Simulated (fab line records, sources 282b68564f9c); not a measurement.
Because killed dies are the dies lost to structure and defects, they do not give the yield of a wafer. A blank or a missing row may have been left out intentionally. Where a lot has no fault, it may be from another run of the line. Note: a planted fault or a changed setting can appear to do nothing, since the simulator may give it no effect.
fab line records -- flow rit-cmos
record lots=14, wafers=42, last-day=7
route steps=202 shown NWELL@36 M1@202
lots untouched by any fault: they come from a run of this same line in which no faults occurred
start-h: start of the lot's first displayed wafer, in hours after the record's first day -- wait-h: hours elapsed since this lot's preceding step -- " repeats the value in the row above -- L1.1+2: several wafers, shown together as one row -- - no value present, or no start provided -- * or withheld: withheld -- < > ~ a bound
route shown NAME@n: a module of which the file shows steps, and the number in the route of the first -- usual: mean/standard deviation taken from wafers without a fault -- same: alike in all rows -- chamber/n: place in a boat -- sites: per-site readings -- _std_site: the values' standard deviation -- _edge_site: outer sites' mean less inner sites' -- radius-mm: how far each site lies from the wafer's centre -- mask NAME#n: copy n -- behind: the last tool/chamber to shape the wafer -- hold: reason for holding the lot/hours on hold/outcome of the hold -- device: which transistor (n, p or np) failed to switch -- end of line: tests run on the same wafers once the route is complete -- a step with no rows: only its recipe -- killed: not the wafer's yield, but the dies lost to structure and defects at the first sort -- map: dies across one wafer; x = killed, . = not, _ = none there
set.NAME: the setting the step ran with; set.NAME@STEP: the setting that earlier step ran with -- model.NAME: the simulator's own value behind a step, which no gauge read
steps of the route over a sample of lots; a table a step, a row a wafer
services: from which hour (start-h, from the record's first day; less than 0 if before it) a tool's chamber was out of use, for how many hours, and why
## steps
# step RIT_NWELL_IMPLANT_08
# recipe species=P, energy-kev=170, dose-cm2=5e+13, tilt-deg=7
# usual dose-ions-cm2=5.001e+13/5.4e+10, end-station-pressure-torr=5.15e-06/2.7e-07
lot.wafer,tool,chamber,start-h,wait-h,dose-ions-cm2,end-station-pressure-torr
L900.1,implanter-04,0,22.06,0.2,5.006e+13,5.03e-06
L900.2,implanter-04,0,22.06,0.2,4.993e+13,5.12e-06
L900.4,implanter-04,0,22.06,0.2,5.008e+13,5.03e-06
L904.1,implanter-04,0,41.91,0.2,4.99e+13,4.9e-06
L904.3,implanter-04,0,41.91,0.2,4.996e+13,5.18e-06
L904.4,implanter-04,0,41.91,0.2,4.998e+13,5.11e-06
L905.1,implanter-04,0,48.56,0.2,5e+13,4.83e-06
L905.3,implanter-04,0,48.56,0.2,5.001e+13,4.66e-06
L905.5,implanter-04,0,48.56,0.2,5.008e+13,5.18e-06
L906.1,implanter-04,0,52.69,0.2,5.005e+13,5.23e-06
L906.3,implanter-04,0,52.69,0.2,5e+13,4.75e-06
L906.6,implanter-04,0,52.69,0.2,4.998e+13,5.42e-06
L907.1,implanter-01,0,59.13,0.2,4.997e+13,5.18e-06
L907.2,implanter-01,0,59.13,0.2,5e+13,5.27e-06
L907.3,implanter-01,0,59.13,0.2,4.999e+13,5.16e-06
L908.2,implanter-01,0,65.64,0.2,4.997e+13,5.36e-06
L908.5,implanter-01,0,65.64,0.2,5.003e+13,5.31e-06
L908.6,implanter-01,0,65.64,0.2,4.999e+13,4.74e-06
L910.2,implanter-02,0,72.18,0.2,4.999e+13,4.82e-06
L910.4,implanter-02,0,72.18,0.2,4.997e+13,5.26e-06
L910.5,implanter-02,0,72.18,0.2,5.004e+13,5.55e-06
L913.2,implanter-02,0,88.18,0.2,5e+13,5.22e-06
L913.5,implanter-02,0,88.18,0.2,5e+13,5.08e-06
L913.6,implanter-02,0,88.18,0.2,5.009e+13,5.32e-06
L914.2,implanter-01,0,93.53,0.2,5.152e+13,5.51e-06
L914.3,implanter-01,0,93.53,0.2,5.149e+13,5.43e-06
L914.6,implanter-01,0,93.53,0.2,5.148e+13,5.19e-06
L915.1,implanter-01,0,99.70,0.2,5.159e+13,4.9e-06
L915.4,implanter-01,0,99.70,0.2,5.153e+13,5.21e-06
L915.5,implanter-01,0,99.70,0.2,5.16e+13,5.04e-06
L916.1,implanter-04,0,103.72,0.2,5.007e+13,5.74e-06
L916.3,implanter-04,0,103.72,0.2,4.999e+13,4.98e-06
L916.4,implanter-04,0,103.72,0.2,4.991e+13,5.25e-06
L918.3,implanter-02,0,112.29,0.2,5.012e+13,4.85e-06
L918.4,implanter-02,0,112.29,0.2,5.007e+13,5.2e-06
L918.6,implanter-02,0,112.29,0.2,5.001e+13,5.07e-06
L919.1,implanter-04,0,117.29,0.2,5.007e+13,5.29e-06
L919.2,implanter-04,0,117.29,0.2,5.007e+13,5.3e-06
L919.4,implanter-04,0,117.29,0.2,4.995e+13,5.18e-06
L920.1,implanter-04,0,122.03,0.2,5.001e+13,4.93e-06
L920.3,implanter-04,0,122.03,0.2,5.002e+13,5.11e-06
L920.6,implanter-04,0,122.03,0.2,5.011e+13,5.06e-06
# step RIT_WELLDRIVE_RS_MEAS_01
# recipe thk-meas-gauge=four-point-probe
# usual NWELL_RS=275.5/0.92
lot.wafer,tool,chamber,start-h,wait-h,hold,NWELL_RS[ohm/sq]
L900.1,film-metro-03,-,29.08,0.0,-,275.9
L900.2,film-metro-03,-,29.08,0.0,-,275.8
L900.4,film-metro-03,-,29.08,0.0,-,275.8
L904.1,film-metro-03,-,49.06,0.0,-,277.0
L904.3,film-metro-03,-,49.06,0.0,-,276.9
L904.4,film-metro-03,-,49.06,0.0,-,277.5
L905.1,film-metro-04,-,55.58,0.0,-,276.4
L905.3,film-metro-04,-,55.58,0.0,-,276.0
L905.5,film-metro-04,-,55.58,0.0,-,275.1
L906.1,film-metro-03,-,62.08,0.0,-,276.5
L906.3,film-metro-03,-,62.08,0.0,-,276.9
L906.6,film-metro-03,-,62.08,0.0,-,276.4
L907.1,film-metro-04,-,68.47,0.0,-,274.5
L907.2,film-metro-04,-,68.47,0.0,-,276.0
L907.3,film-metro-04,-,68.47,0.0,-,276.0
L908.2,film-metro-01,-,73.58,0.0,-,276.1
L908.5,film-metro-01,-,73.58,0.0,-,276.3
L908.6,film-metro-01,-,73.58,0.0,-,276.6
L910.2,film-metro-04,-,81.48,0.0,-,273.7
L910.4,film-metro-04,-,81.48,0.0,-,274.4
L910.5,film-metro-04,-,81.48,0.0,-,274.2
L913.2,film-metro-03,-,96.38,0.0,-,274.9
L913.5,film-metro-03,-,96.38,0.0,-,275.3
L913.6,film-metro-03,-,96.38,0.0,-,276.1
L914.2,film-metro-04,-,101.47,0.0,await-dispo/0.2h/release,269.3
L914.3,film-metro-04,-,101.47,0.0,await-dispo/0.2h/release,269.4
L914.6,film-metro-04,-,101.47,0.0,await-dispo/0.2h/release,269.6
L914.2,film-metro-04,-,101.75,0.3,-,269.5
L914.3,film-metro-04,-,101.75,0.3,-,269.2
L914.6,film-metro-04,-,101.75,0.3,-,269.9
L915.1,film-metro-03,-,107.70,0.0,await-dispo/0.2h/release,270.3
L915.4,film-metro-03,-,107.70,0.0,await-dispo/0.2h/release,270.7
L915.5,film-metro-03,-,107.70,0.0,await-dispo/0.2h/release,271.3
L915.1,film-metro-03,-,107.98,0.3,-,270.1
L915.4,film-metro-03,-,107.98,0.3,-,271.3
L915.5,film-metro-03,-,107.98,0.3,-,270.9
L916.1,film-metro-03,-,111.99,0.0,-,274.0
L916.3,film-metro-03,-,111.99,0.0,-,274.9
L916.4,film-metro-03,-,111.99,0.0,-,274.5
L918.3,film-metro-03,-,120.19,0.0,-,276.1
L918.4,film-metro-03,-,120.19,0.0,-,275.5
L918.6,film-metro-03,-,120.19,0.0,-,275.9
L919.1,film-metro-03,-,124.81,0.0,-,274.0
L919.2,film-metro-03,-,124.81,0.0,-,273.6
L919.4,film-metro-03,-,124.81,0.0,-,274.6
L920.1,film-metro-04,-,129.63,0.0,-,274.4
L920.3,film-metro-04,-,129.63,0.0,-,275.9
L920.6,film-metro-04,-,129.63,0.0,-,274.5
# step RIT_M1_PROBE_99
# usual killed-at-contacts=0.1/0.25, killed-at-front-end=6.8/2.7, killed-dies=6.8/2.7, killed-open=3.4/1.8, killed-short=3.5/1.7
# same gross-dies=264, killed_at_M0_to_M3=0, killed_at_M4_up=0, killed-at-back-side=0, killed-at-other=0
lot.wafer,tool,chamber,start-h,wait-h,killed-at-contacts,killed-at-front-end,killed-dies,killed-open,killed-short
L900.1,prober-01,-,60.19,0.1,0,4,4,2,2
L900.2,prober-01,-,60.24,0.1,0,4,4,4,0
L900.4,prober-01,-,60.34,0.2,0,5,5,2,3
L905.1,prober-02,-,86.54,0.1,0,7,7,3,4
L905.3,prober-02,-,86.64,0.2,0,11,11,6,5
L905.5,prober-02,-,86.74,0.2,0,16,16,8,8
L913.2,prober-01,-,128.85,1.5,0,6,6,3,3
L913.5,prober-01,-,129.00,1.6,0,13,13,4,9
L913.6,prober-01,-,129.05,1.6,0,8,8,5,3
L914.2,prober-01,-,139.19,0.1,0,6,6,2,4
L914.3,prober-01,-,139.24,0.2,0,3,3,1,2
L914.6,prober-01,-,139.39,0.2,0,4,4,3,1
L915.1,prober-01,-,147.18,0.1,0,8,8,3,5
L915.4,prober-01,-,147.33,0.2,0,7,7,3,4
L915.5,prober-01,-,147.38,0.2,0,9,9,5,4
L919.1,prober-02,-,157.59,0.1,1,8,9,5,4
L919.2,prober-02,-,157.64,0.1,0,8,8,4,4
L919.4,prober-02,-,157.74,0.2,0,10,10,5,5
# killed by level:class
L900.1 GATE:geometric-particle:open=1 GATE:geometric-particle:short=1 SPACER:geometric-particle:open=1 SILICIDE:geometric-particle:short=1
L900.2 SPACER:geometric-particle:open=2 GATE:geometric-particle:open=1 SILICIDE:geometric-particle:open=1
L900.4 FOX2:geometric-particle:short=2 SPACER:geometric-particle:open=2 FOX1:geometric-particle:short=1
L905.1 GATE:geometric-particle:open=2 GATE:geometric-particle:short=2 SILICIDE:geometric-particle:short=2 REOX:geometric-particle:open=1
L905.3 GATE:geometric-particle:short=3 GATE:geometric-particle:open=2 FOX1:geometric-particle:open=1 FOX2:geometric-particle:open=1 REOX:geometric-particle:short=1 REOX:geometric-particle:open=1 SPACER:geometric-particle:open=1 SILICIDE:geometric-particle:short=1
L905.5 GATE:geometric-particle:open=6 GATE:geometric-particle:short=4 SILICIDE:geometric-particle:short=2 FOX2:geometric-particle:short=1 REOX:geometric-particle:open=1 REOX:geometric-particle:short=1 SILICIDE:geometric-particle:open=1
L913.2 FOX1:geometric-particle:short=2 GATE:geometric-particle:open=2 SPACER:geometric-particle:open=1 SPACER:geometric-particle:short=1
L913.5 FOX1:geometric-particle:short=3 FOX1:geometric-particle:open=2 SPACER:geometric-particle:short=2 FOX2:geometric-particle:open=2 FOX2:geometric-particle:short=2 GATE:geometric-particle:short=1 REOX:geometric-particle:short=1
L913.6 GATE:geometric-particle:short=2 GATE:geometric-particle:open=2 REOX:geometric-particle:open=2 FOX2:geometric-particle:short=1 FOX2:geometric-particle:open=1
L914.2 REOX:geometric-particle:short=2 FOX2:geometric-particle:open=1 FOX2:geometric-particle:short=1 GATE:geometric-particle:short=1 REOX:geometric-particle:open=1
L914.3 FOX2:geometric-particle:short=1 GATE:geometric-particle:short=1 REOX:geometric-particle:open=1
L914.6 GATE:geometric-particle:open=2 SPACER:geometric-particle:open=1 SPACER:geometric-particle:short=1
L915.1 GATE:geometric-particle:short=2 REOX:geometric-particle:short=2 GATE:geometric-particle:open=1 REOX:geometric-particle:open=1 SPACER:geometric-particle:open=1 SILICIDE:geometric-particle:short=1
L915.4 GATE:geometric-particle:open=3 GATE:geometric-particle:short=2 FOX2:geometric-particle:short=1 SILICIDE:geometric-particle:short=1
L915.5 GATE:geometric-particle:short=3 FOX2:geometric-particle:open=2 FOX1:geometric-particle:short=1 GATE:geometric-particle:open=1 REOX:geometric-particle:open=1 SILICIDE:geometric-particle:open=1
L919.1 GATE:geometric-particle:open=3 FOX1:geometric-particle:open=1 FOX2:geometric-particle:open=1 GATE:geometric-particle:short=1 REOX:geometric-particle:short=1 SPACER:geometric-particle:short=1 CONTACT:geometric-particle:short=1
L919.2 SILICIDE:geometric-particle:short=3 SPACER:geometric-particle:open=2 GATE:geometric-particle:open=1 GATE:geometric-particle:short=1 REOX:geometric-particle:open=1
L919.4 GATE:geometric-particle:short=2 SPACER:geometric-particle:open=2 SPACER:geometric-particle:short=2 FOX2:geometric-particle:open=1 GATE:geometric-particle:open=1 REOX:geometric-particle:open=1 SILICIDE:geometric-particle:short=1
## services
tool,chamber,start-h,hours,kind
implanter-02,-,48.99,2.3,repair
implanter-02,-,82.65,2.4,pm
implanter-01,-,83.39,10.1,repair
implanter-02,-,96.48,5.3,repair
## key
first-sign step=RIT_NWELL_IMPLANT_08, reading=dose-ions-cm2, direction=up, sigmas=28, usual=5.001e+13, struck=5.154e+13
effect step=RIT_WELLDRIVE_RS_MEAS_01, reading=visit, direction=added
effect step=RIT_WELLDRIVE_RS_MEAS_01, reading=NWELL_RS, direction=down, sigmas=5.8, usual=275.5, struck=270.1
met-at RIT_NWELL_IMPLANT_08
struck-lots L914,L915
tester-left-out L914,L915
onset-between 65.64 93.53
fault kind=process-parameter-drift, tool=implanter-01, chamber=-, onset-h=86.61, steps=RIT_NWELL_IMPLANT_08, channel=dose-cm2, offset=1.5016e+12, shape=step, end-h=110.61, acts-in=these-recipes-only, stated=5e+13
# tester-left-out: of these lots the tester's yield and bins aren't shown, on N5 and GAA mostly nor the transistor test; their killed dies are dies lost to structure and defects alone, not to doping, threshold or leakage, so they don't give the yield
